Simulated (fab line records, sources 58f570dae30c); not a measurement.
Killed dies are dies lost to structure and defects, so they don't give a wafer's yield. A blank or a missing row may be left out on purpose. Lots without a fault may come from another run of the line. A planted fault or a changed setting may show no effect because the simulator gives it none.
A struck lot beside a sound one | flow berkeley_cmos170 | 26 steps out of a route of 331
Sound: wafers L958.3, L958.4, L958.5. Struck: wafer L951.4. (L951.1, L951.3 of the same lot were not struck and are left out.) The cause comes at the end.
At each step with rows: each side's tool, then ch and its chambers, then its first start. Under that, the readings that differ: sound wafers | struck wafers | difference of the means | sigmas: that difference in standard deviations of wafers without a fault.
alike: readings whose means differ by less than 2 such deviations, and words and numbers that are the same on both sides. not compared: withheld readings, readings that some wafer has no value for, bounds like >300 that may hide the same value, and numbers for which the record gives no deviation and whose values overlap.
The two part at a step that has a row with sigmas, a row that says differs or no value, or rows on one side only. Numbers that don't overlap but have no deviation are shown without sigmas and don't part them. A reading that every wafer of one side lacks parts them only if that side has two wafers or more.

first, 4 steps without rows for these wafers: UCB170_M2_SOFTBAKE_11 (time 60 s); UCB170_M2_EXPOSE_12 (exposes mask METAL2, target cd 700 nm); UCB170_M2_PEB_13; UCB170_M2_DEVELOP_14 (develop time 42.97 s).
UCB170_M2_CD_MEAS_15: target cd 700 nm.
  sound on cd_sem-01, day 10 23:19; struck on cd_sem-01, day 9 16:41
  alike: cd_nm
UCB170_M2_OVL_MEAS_16:
  sound on overlay-02, day 10 23:24; struck on overlay-01, day 9 16:49
  alike: M2_OVL
UCB170_M2_ETCH_17: etches BARC in N2/H2.
  sound on rie_diel-03 ch 0,1,2, day 10 23:26; struck on rie_diel-04 ch 3, day 9 16:50
  reading                     | sound             | struck | difference | sigmas
  drypump_motor_current_A (A) | 5.6 5.8 6.2       | 5.1    | -0.8       | -2
  oes_product_au (a.u.)       | 1.013 1.016 1.039 | 0.964  | -0.059     | -2
  alike: chamber_pressure_mTorr, throttle_valve_pct
UCB170_M2_METAL_ETCH_18: etches Al in Cl2/BCl3, stops on SiO2, target depth 1170 nm, time 195 s.
  sound on rie_metal-03 ch 0,1, day 10 23:32; struck on rie_metal-01 ch 1, day 9 16:53
  alike: chamber_pressure_mTorr, drypump_motor_current_A, oes_product_au, throttle_valve_pct
  not compared: rf_hours_counter_h
UCB170_M2_STRIP_19: strips in O2.
  sound on plasma_asher-01 ch 0,1, day 10 23:41; struck on plasma_asher-03 ch 0, day 9 17:04
  reading                     | sound       | struck | difference | sigmas
  drypump_motor_current_A (A) | 5.6 5.0 5.0 | 6.4    | +1.2       | +3
  alike: chamber_pressure_mTorr, oes_product_au
  not compared: rf_hours_counter_h
UCB170_M2_CD_MEAS_90: target cd 700 nm.
  sound on cd_sem-01, day 10 23:48; struck on cd_sem-01, day 9 17:10
  alike: cd_nm
UCB170_V2_CVD_00: deposits SiO2 from TEOS/O2, target thk 2000 nm, time 250 s.
  sound on pecvd-02 ch 0,1,2, day 10 23:53; struck on pecvd-02 ch 0, day 9 17:17
  alike: heater_power_w
UCB170_V2_THK_MEAS_01:
  sound on film_metro-01, day 11 00:03; struck on film_metro-04, day 9 17:27
  alike: V2_TEOS_THK
UCB170_V2_CMP_02: polishes SiO2.
  sound on cmp-01 ch 0,2,3, day 11 00:08; struck on cmp-02 ch 0, day 9 17:31
  reading                             | sound           | struck | difference | sigmas
  model.SiO2_of_V2_CVD_00.thk_nm (nm) | 1001 1000 999.8 | 1250   | +250       |
  alike: motor_current_A
UCB170_V2_BOW_MEAS_03:
  sound on film_metro-04, day 11 00:26; struck on film_metro-03, day 9 17:49
  alike: V2_BOW
UCB170_V2_THK_MEAS_04:
  sound on film_metro-04, day 11 00:32; struck on film_metro-03, day 9 17:56
  reading              | sound               | struck | difference | sigmas
  V2_POLISHED_THK (nm) | 1001.3 1000.6 999.1 | 1248.9 | +248.6     | +99 or more
then, 7 steps without rows for these wafers: UCB170_V2_CLEAN_05 (cleans in DIW); UCB170_V2_HMDS_06 (prime time 60 s); UCB170_V2_COAT_07 (resist thk 900 nm); UCB170_V2_SOFTBAKE_08 (time 60 s); UCB170_V2_EXPOSE_09 (exposes mask VIA2, target cd 700 nm); UCB170_V2_PEB_10; UCB170_V2_DEVELOP_11 (develop time 45 s).
UCB170_V2_CD_MEAS_12: target cd 700 nm.
  sound on cd_sem-01, day 11 01:43; struck on cd_sem-01, day 9 19:13
  reading    | sound             | struck | difference | sigmas
  cd_nm (nm) | 703.4 701.8 702.7 | 698.1  | -4.5       | -3
UCB170_V2_OVL_MEAS_13:
  sound on overlay-01, day 11 01:49; struck on overlay-01, day 9 19:20
  alike: V2_OVL
UCB170_V2_ETCH_14: etches SiO2 in CHF3/CF4/Ar, stops on Al, target depth 1250 nm, time 291 s.
  sound on rie_diel-01 ch 0,2,3, day 11 01:50; struck on rie_diel-02 ch 2, day 9 19:22
  reading                        | sound             | struck | difference | sigmas
  oes_product_au (a.u.)          | 0.882 0.878 0.869 | 0.980  | +0.104     | +6
  model.etch.depth_nm (nm)       | 1001 1000 999.8   | 1250   | +250       |
  model.V2.feature_depth_nm (nm) | 1001 1000 999.8   | 1250   | +250       |
  alike: chamber_pressure_mTorr, drypump_motor_current_A, throttle_valve_pct
  not compared: rf_hours_counter_h
UCB170_V2_STRIP_15: strips in O2.
  sound on plasma_asher-02 ch 0,1, day 11 02:03; struck on plasma_asher-01 ch 1, day 9 19:33
  reading                        | sound          | struck | difference | sigmas
  chamber_pressure_mTorr (mTorr) | 3500 3503 3495 | 3492   | -7         | -2
  alike: drypump_motor_current_A, oes_product_au, strip_time_to_endpoint_s
  not compared: rf_hours_counter_h

WHERE THEY PART
First at UCB170_M2_ETCH_17; last, within this record, at UCB170_V2_STRIP_15.

WHY: what the simulator had put in
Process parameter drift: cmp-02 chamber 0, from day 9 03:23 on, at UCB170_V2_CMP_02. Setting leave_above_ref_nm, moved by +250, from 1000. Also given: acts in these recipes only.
